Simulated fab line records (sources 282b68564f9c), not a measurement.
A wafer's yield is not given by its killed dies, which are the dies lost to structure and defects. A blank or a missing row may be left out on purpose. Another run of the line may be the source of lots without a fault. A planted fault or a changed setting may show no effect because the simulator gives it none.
The same fault as seen by 2 desks -- flow rit-cmos -- each desk has only its own numbers; what lay behind them comes last

## AT THE METROLOGY DESK
What the gauges read for every lot (on any tool): the sampled wafers with a number, averaged. A lot is out of limits, marked OUT, if its mean lies more than 4 standard deviations from the usual mean; the brackets give that distance.
Columns: A = INCOMING_BOW at RIT_ACTIVE_BOW_MEAS_00, usual 0 um; B = ACTIVE_OXIDE_THK at RIT_ACTIVE_THK_MEAS_02, usual 46.9 nm
lot,first seen here,A,B
L590,day 1 10:02,-1,46.5
L592,day 1 20:00,4,45.4
L593,day 2 01:00,-2,46.3
L594,day 2 06:01,-4,47.3
L597,day 2 21:01,-1,48.9
L598,day 3 02:02,-3,47.0
L599,day 3 07:00,-5,49.2
L604,day 4 08:04,3,46.1
L605,day 4 13:00,1,46.7
L608,day 5 04:01,3,46.8
L610,day 5 14:01,-9,46.6
L611,day 5 19:00,-3,47.1
L612,day 6 00:00,-4,46.7
L613,day 6 05:04,-5,46.9
This desk's verdict: no lot among the 14 shows anything out of limits.

## AT THE TOOL OWNER'S DESK: plasma-asher-03
The tool's own readings at RIT_M1_STRIP_14 (strips in O2, time 180 s): means of the sampled wafers that have a number, for each lot that ran on this tool. A lot is out of limits, marked OUT, if its mean lies more than 4 standard deviations from the usual mean; the brackets give that distance.
Columns: A = drypump-motor-current-A at RIT_M1_STRIP_14, usual 5.3 A
lot,first seen here,A
L590,day 3 07:06,5.1
L594,day 4 03:49,5.1
L597,day 4 19:30,5.1
L598,day 4 23:33,5.5
L613,day 8 03:10,5.1
This desk's verdict: no lot among the 5 shows anything out of limits.

## TAKEN TOGETHER
At the metrology desk, nothing out of limits was observed.
The desk of the tool owner found nothing out of limits.

## WHAT THE SIMULATOR HAD INSERTED
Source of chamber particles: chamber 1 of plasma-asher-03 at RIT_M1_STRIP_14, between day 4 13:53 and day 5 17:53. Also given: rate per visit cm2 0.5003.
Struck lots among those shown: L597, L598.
